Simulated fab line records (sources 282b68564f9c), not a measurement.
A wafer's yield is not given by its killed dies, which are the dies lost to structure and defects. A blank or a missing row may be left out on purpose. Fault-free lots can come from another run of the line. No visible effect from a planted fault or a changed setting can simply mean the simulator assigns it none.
Comparing a struck lot with a sound one / flow ritCmos / 45 out of 202 route steps
Sound: the wafers L109.2, L109.3, L109.6. Wafers L114.1, L114.3, L114.4 were the ones struck. The cause comes at the end.
Order at every step that has rows: each side's tool, ch and its chambers, its first start. Under that, the readings that differ: sound wafers / struck wafers / difference of the means / sigmas: that difference in standard deviations of wafers without a fault.
alike: readings whose means differ by less than 2 such deviations, and words and numbers that are the same on both sides. not compared: withheld readings, readings that some wafer has no value for, bounds like >300 that may hide the same value, and numbers for which the record gives no deviation and whose values overlap.
A row with sigmas, a row that says differs or no value, or rows on one side alone: a step with any of these is where the two part. Numbers that don't overlap but have no deviation are shown without sigmas and don't part them. A reading that every wafer of one side lacks parts them only if that side has two wafers or more.

RIT_GATE_CD_MEAS_16 targets a cd of 150 nm.
  struck on cdSem-02, day 6 16:25; sound on cdSem-01, day 5 08:47
  alike: cdNm
RIT_GATE_OVL_MEAS_17:
  struck on overlay-01, day 6 16:32; sound on overlay-02, day 5 08:53
  alike: GATE_OVL
then, 1 step without rows for these wafers: RIT_GATE_HARDBAKE_18 (time 60 s).
RIT_GATE_ETCH_19: etches poly-Si in SF6/CHF3/O2, stops on SiO2, time 165 s, target depth 312.5 nm.
  sound on rieSi-02 ch 0,1,3, day 5 09:04; struck on rieSi-01 ch 0,1,3, day 6 16:43
  alike: drypumpMotorCurrentA, oesProductAu, throttleValvePct
  not compared: rfHoursCounterH
RIT_GATE_STRIP_20: strips in O2, time 180 s.
  sound on plasmaAsher-04 ch 0,1, day 5 09:11; struck on plasmaAsher-02 ch 0,1, day 6 16:49
reading=drypumpMotorCurrentA (A); sound=5.8 5.4 5.4; struck=6.3 6.3 6.3; difference=+0.8; sigmas=+2
  not compared: rfHoursCounterH
RIT_GATE_CD_MEAS_90 targets a cd of 150 nm.
  struck on cdSem-01, day 6 17:00; sound on cdSem-02, day 5 09:22
  alike: cdNm
then, 4 steps without rows for these wafers: RIT_REOX_CLEAN_00 (cleans in SC1, time 600 s); RIT_REOX_CLEAN_01 (cleans in dHF, time 30 s); RIT_REOX_CLEAN_02 (cleans in SC2, time 600 s); RIT_REOX_OXIDATION_03 (target thk 25.2 nm, ox time 5580 s).
RIT_REOX_THK_MEAS_04:
  struck on filmMetro-03, day 6 21:17; sound on filmMetro-03, day 5 12:58
  alike: REOX_OXIDE_THK
then, 1 step without rows for these wafers: RIT_NLDD_HMDS_00 (prime time 60 s).
RIT_NLDD_COAT_01: resist thk 1000 nm.
  struck on lithoTrack-01, day 6 21:30; sound on lithoTrack-02 ch 0, day 5 13:23
  no value came back on the struck wafers for chillPlateTempC (C), dispensePressureKPa (kPa), exhaustPa (Pa), spinSpeedRpm (rpm); on the sound wafers chillPlateTempC (C) reads 23.15 23.23 23.24
then, 4 steps without rows for these wafers: RIT_NLDD_SOFTBAKE_02 (time 60 s); RIT_NLDD_EXPOSE_03 (exposes mask M7, target cd 40700 nm); RIT_NLDD_PEB_04; RIT_NLDD_DEVELOP_05 (develop time 50 s).
RIT_NLDD_OVL_MEAS_06:
  struck on overlay-01, day 6 22:19; sound on overlay-01, day 5 14:19
reading=NLDD_OVL (nm); sound=-1.1 1.1 2.2; struck=- - -; difference=no value on the struck wafers; sigmas=
then, 2 steps without rows for these wafers: RIT_NLDD_HARDBAKE_07 (time 60 s); RIT_NLDD_IMPLANT_08.
RIT_NLDD_STRIP_09: strips in O2, time 180 s.
  sound on plasmaAsher-03 ch 0,1, day 5 14:47; struck on plasmaAsher-01 ch 0,1, day 6 22:40
  alike: drypumpMotorCurrentA
  not compared: rfHoursCounterH
RIT_NLDD_TW_MEAS_10:
  struck on filmMetro-01, day 6 22:50; sound on filmMetro-02, day 5 14:59
  alike: NLDD_TW
then, 6 steps without rows for these wafers: RIT_PLDD_HMDS_00 (prime time 60 s); RIT_PLDD_COAT_01 (resist thk 1000 nm); RIT_PLDD_SOFTBAKE_02 (time 60 s); RIT_PLDD_EXPOSE_03 (exposes mask M8, target cd 40900 nm); RIT_PLDD_PEB_04; RIT_PLDD_DEVELOP_05 (develop time 50 s).
RIT_PLDD_OVL_MEAS_06:
  struck on overlay-01, day 6 23:45; sound on overlay-01, day 5 16:07
reading=PLDD_OVL (nm); sound=1.3 1.9 2.0; struck=-0.3 -1.0 -1.9; difference=-2.8; sigmas=-2
then, 2 steps without rows for these wafers: RIT_PLDD_HARDBAKE_07 (time 60 s); RIT_PLDD_IMPLANT_08.
RIT_PLDD_STRIP_09: strips in O2, time 180 s.
  sound on plasmaAsher-04 ch 0,1, day 5 16:26; struck on plasmaAsher-01 ch 0,1, day 7 00:11
  alike: drypumpMotorCurrentA
  not compared: rfHoursCounterH
RIT_PLDD_TW_MEAS_10:
  struck on filmMetro-02, day 7 00:22; sound on filmMetro-03, day 5 16:38
reading=PLDD_TW; sound=2340 2336 2336; struck=2895 2888 2884; difference=+552; sigmas=+39
then, 4 steps without rows for these wafers: RIT_SPACER_CLEAN_00 (cleans in SC1, time 600 s); RIT_SPACER_CLEAN_01 (cleans in dHF, time 30 s); RIT_SPACER_CLEAN_02 (cleans in SC2, time 600 s); RIT_SPACER_CVD_03 (deposits Si3N4 from SiH2Cl2/NH3, target thk 250 nm, time 3300 s).
RIT_SPACER_THK_MEAS_04:
  struck on filmMetro-02, day 7 02:46; sound on filmMetro-04, day 5 19:21
reading=SPACER_NITRIDE_THK (nm); sound=253.7 254.8 252.9; struck=247.3 248.2 249.0; difference=-5.6; sigmas=-3
RIT_SPACER_ETCHBACK_05: etches Si3N4 in SF6/CHF3, stops on SiO2, target depth 250 nm, time 229.8 s.
  sound on rieDiel-02 ch 1,3, day 5 19:24; struck on rieDiel-02 ch 0,1,2, day 7 02:49
  alike: drypumpMotorCurrentA, oesProductAu, throttleValvePct
  not compared: rfHoursCounterH
then, 3 steps without rows for these wafers: RIT_NSD_HMDS_00 (prime time 60 s); RIT_NSD_COAT_01 (resist thk 1000 nm); RIT_NSD_SOFTBAKE_02 (time 60 s).
RIT_NSD_TW_MEAS_10:
  struck on filmMetro-03, day 7 04:20; sound on filmMetro-01, day 5 21:24
reading=NSD_TW; sound=3104 3126 3115; struck=3341 3324 3312; difference=+211; sigmas=+12
RIT_PSD_TW_MEAS_10:
  struck on filmMetro-03, day 7 05:45; sound on filmMetro-02, day 5 22:57
reading=PSD_TW; sound=3457 3449 3456; struck=3504 3501 3502; difference=+48; sigmas=+2
RIT_M1_PROBE_99:
  struck on prober-01, day 7 13:40; sound on prober-02, day 6 08:38
reading=killedAtFrontEnd; sound=2 11 3; struck=263 264 264; difference=+258; sigmas=+89
reading=killedDies; sound=2 11 4; struck=264 264 264; difference=+258; sigmas=+89
reading=killedOnRim; sound=0 4 1; struck=70 70 70; difference=+68; sigmas=+53
  alike: killedAtContacts, killedOpen, killedShort

WHERE THEY PART
Last at RIT_M1_PROBE_99 as far as this record goes, first at RIT_GATE_STRIP_20.

WHY: what the simulator had put in
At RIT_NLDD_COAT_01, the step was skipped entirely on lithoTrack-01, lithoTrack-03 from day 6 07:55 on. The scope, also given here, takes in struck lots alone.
